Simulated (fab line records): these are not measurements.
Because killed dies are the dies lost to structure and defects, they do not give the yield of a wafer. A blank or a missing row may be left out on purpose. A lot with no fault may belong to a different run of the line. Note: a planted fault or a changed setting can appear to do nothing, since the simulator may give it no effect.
Chamber matching || flow berkeley cmos170 || rie diel-01 running UCB170_PWELL_ETCH_14: 4 sister chambers
The step etches Si3N4 in CH3F/Ar/O2, stops on SiO2, target depth 242 nm, time 151 s. 8 wafers are shown with their chamber, then 7 later ones without.

## WAFERS, EACH WITH ITS CHAMBER
{"wafer": "L239.2", "chamber": 0, "throttle valve pct (%)": 8.33, "drypump motor current A (A)": 4.9}
{"wafer": "L239.4", "chamber": 2, "throttle valve pct (%)": 8.22, "drypump motor current A (A)": 5.9}
{"wafer": "L246.4", "chamber": 2, "throttle valve pct (%)": 8.21, "drypump motor current A (A)": 5.9}
{"wafer": "L253.4", "chamber": 1, "throttle valve pct (%)": 7.99, "drypump motor current A (A)": 5.1}
{"wafer": "L253.5", "chamber": 3, "throttle valve pct (%)": 8.33, "drypump motor current A (A)": 5.8}
{"wafer": "L253.6", "chamber": 0, "throttle valve pct (%)": 8.33, "drypump motor current A (A)": 4.9}
{"wafer": "L257.1", "chamber": 3, "throttle valve pct (%)": 8.32, "drypump motor current A (A)": 5.8}
{"wafer": "L257.2", "chamber": 1, "throttle valve pct (%)": 7.99, "drypump motor current A (A)": 5.2}

## WAFERS WITH NO CHAMBER GIVEN
{"wafer": "L257.3", "throttle valve pct (%)": 8.21, "drypump motor current A (A)": 5.9}
{"wafer": "L258.1", "throttle valve pct (%)": 8.22, "drypump motor current A (A)": 5.9}
{"wafer": "L258.3", "throttle valve pct (%)": 8.32, "drypump motor current A (A)": 5.7}
{"wafer": "L258.6", "throttle valve pct (%)": 8.21, "drypump motor current A (A)": 5.9}
{"wafer": "L260.2", "throttle valve pct (%)": 8.00, "drypump motor current A (A)": 5.1}
{"wafer": "L260.4", "throttle valve pct (%)": 8.33, "drypump motor current A (A)": 5.8}
{"wafer": "L260.5", "throttle valve pct (%)": 7.96, "drypump motor current A (A)": 5.1}

## WHICH CHAMBER EACH WENT THROUGH
{"wafer": "L257.3", "from the rows above": 2, "in truth": 2}
{"wafer": "L258.1", "from the rows above": 2, "in truth": 2}
{"wafer": "L258.3", "from the rows above": 3, "in truth": 3}
{"wafer": "L258.6", "from the rows above": 2, "in truth": 2}
{"wafer": "L260.2", "from the rows above": 1, "in truth": 1}
{"wafer": "L260.4", "from the rows above": 3, "in truth": 3}
{"wafer": "L260.5", "from the rows above": 1, "in truth": 1}
Correctly placed: 7 of 7. From these rows, 0 cannot be placed. Wrongly placed: 0.
How it was worked out, from the rows above alone: a wafer's distance from a chamber is the root of the sum, over the readings, of the square of ((its reading less the chamber's mean) divided by the reading's scatter). If the next closest chamber is less than 2 further off than the closest, the wafer can't be placed; otherwise it belongs to the closest. The mean given for a chamber averages the wafers shown for that chamber. The scatter: the root of (the sum of the squares of (reading less its chamber's mean) over the shown wafers, divided by (wafers less chambers)).
